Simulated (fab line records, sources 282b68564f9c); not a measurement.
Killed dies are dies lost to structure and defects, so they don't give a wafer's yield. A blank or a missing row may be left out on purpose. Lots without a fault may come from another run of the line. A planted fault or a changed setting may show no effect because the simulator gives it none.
Split-lot experiment | flow rit_cmos | 5 lots, 23 wafers read, on a route of 202 steps

THE SPLIT
At RIT_NRETRO_SOFTBAKE_02 (time 60 s), the setting temp_c was moved away from the recipe's 90 C on 7 of the 23 wafers read, by +2.0% to +3.9%. The other wafers ran this setting at the recipe's value.

The reading is taken at the split's own step.

THE READING
NOVOLAK_of_NRETRO_COAT_01.thk_nm (the simulator's own value, which no gauge read), in nm, at RIT_NRETRO_SOFTBAKE_02 (time 60 s). The file gives no usual value for it. The 16 wafers here that ran the recipe average 1302 nm, standard deviation 4.9 nm.

wafer  | tool, chamber at the split | temp_c as run, C | against the recipe | NOVOLAK_of_NRETRO_COAT_01.thk_nm, nm | against lot-mates on the recipe
L076.2 | litho_track-03, 0          | 90               | recipe             | 1297                                 | -
L076.5 | litho_track-03, 0          | 90               | recipe             | 1297                                 | -
L076.3 | litho_track-03, 0          | 91.93            | +2.1%              | 1289                                 | -9
L076.4 | litho_track-03, 0          | 91.93            | +2.1%              | 1289                                 | -9
L076.6 | litho_track-03, 0          | 90               | recipe             | 1300                                 | -
L077.2 | litho_track-01, 0          | 90               | recipe             | 1309                                 | -
L077.6 | litho_track-01, 0          | 90               | recipe             | 1309                                 | -
L077.4 | litho_track-01, 0          | 90               | recipe             | 1307                                 | -
L080.1 | litho_track-03, 0          | 90               | recipe             | 1298                                 | -
L080.3 | litho_track-03, 0          | 90               | recipe             | 1298                                 | -
L080.2 | litho_track-03, 0          | 90               | recipe             | 1296                                 | -
L080.5 | litho_track-03, 0          | 90               | recipe             | 1296                                 | -
L080.4 | litho_track-03, 0          | 90               | recipe             | 1297                                 | -
L081.1 | litho_track-01, 0          | 90               | recipe             | 1305                                 | -
L081.3 | litho_track-01, 0          | 91.76            | +2.0%              | 1295                                 | -10
L081.4 | litho_track-01, 0          | 91.76            | +2.0%              | 1303                                 | -2
L081.5 | litho_track-01, 0          | 91.76            | +2.0%              | 1301                                 | -4
L081.6 | litho_track-01, 0          | 90               | recipe             | 1306                                 | -
L083.1 | litho_track-02, 0          | 93.48            | +3.9%              | 1292                                 | -13
L083.6 | litho_track-02, 0          | 93.48            | +3.9%              | 1292                                 | -13
L083.2 | litho_track-02, 0          | 90               | recipe             | 1308                                 | -
L083.3 | litho_track-02, 0          | 90               | recipe             | 1305                                 | -
L083.5 | litho_track-02, 0          | 90               | recipe             | 1301                                 | -

THE FIT
A straight line over all 23 wafers: NOVOLAK_of_NRETRO_COAT_01.thk_nm changes by -2.82 nm for each +1% of temp_c; r = -0.59; the points scatter about the line by 5.1 nm.
The same after taking each lot's own level away (the mean of its wafers on the recipe; 23 wafers): -3.37 nm for each +1%; r = -0.92; scatter 2 nm.
On that fit, the largest move of temp_c shifts the reading by 13 nm.
The lots' own levels span 1297.0 to 1308.3 nm, that is 2.3 times the standard deviation above.
So the lot-to-lot level blurs the effect unless lot-mates are compared.
Check: with one of the wafers moved furthest among these (+3.9%) left out of the fit, the line predicts -13.2 nm for it against its lot-mates. It came out at -12.7 nm against them.

OTHER SPLITS ON THESE WAFERS
These wafers also went through other splits before the reading. Each is held against what the fit with the lots' levels taken away leaves over:
other split on the same wafers      | wafers away from the commonest value | r with NOVOLAK_of_NRETRO_COAT_01.thk_nm (lot level and that fit taken away)
RIT_ACTIVE_CVD_03 sih2cl2_flow_sccm | 18                                   | -0.02
RIT_ACTIVE_CLEAN_15 time_s          | 15                                   | +0.10
RIT_NWELL_COAT_01 resist_thk_nm     | 8                                    | +0.18
RIT_NWELL_IMPLANT_08 dose_cm2       | 7                                    | +0.17
RIT_PWELL_COAT_01 spin_rpm          | 9                                    | -0.54
RIT_PWELL_DEVELOP_05 dev_temp_c     | 7                                    | -0.06

THE FILE'S OWN FIT
NOVOLAK_of_NRETRO_COAT_01.thk_nm changes by -3.4 nm for each +1% of temp_c, r = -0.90.
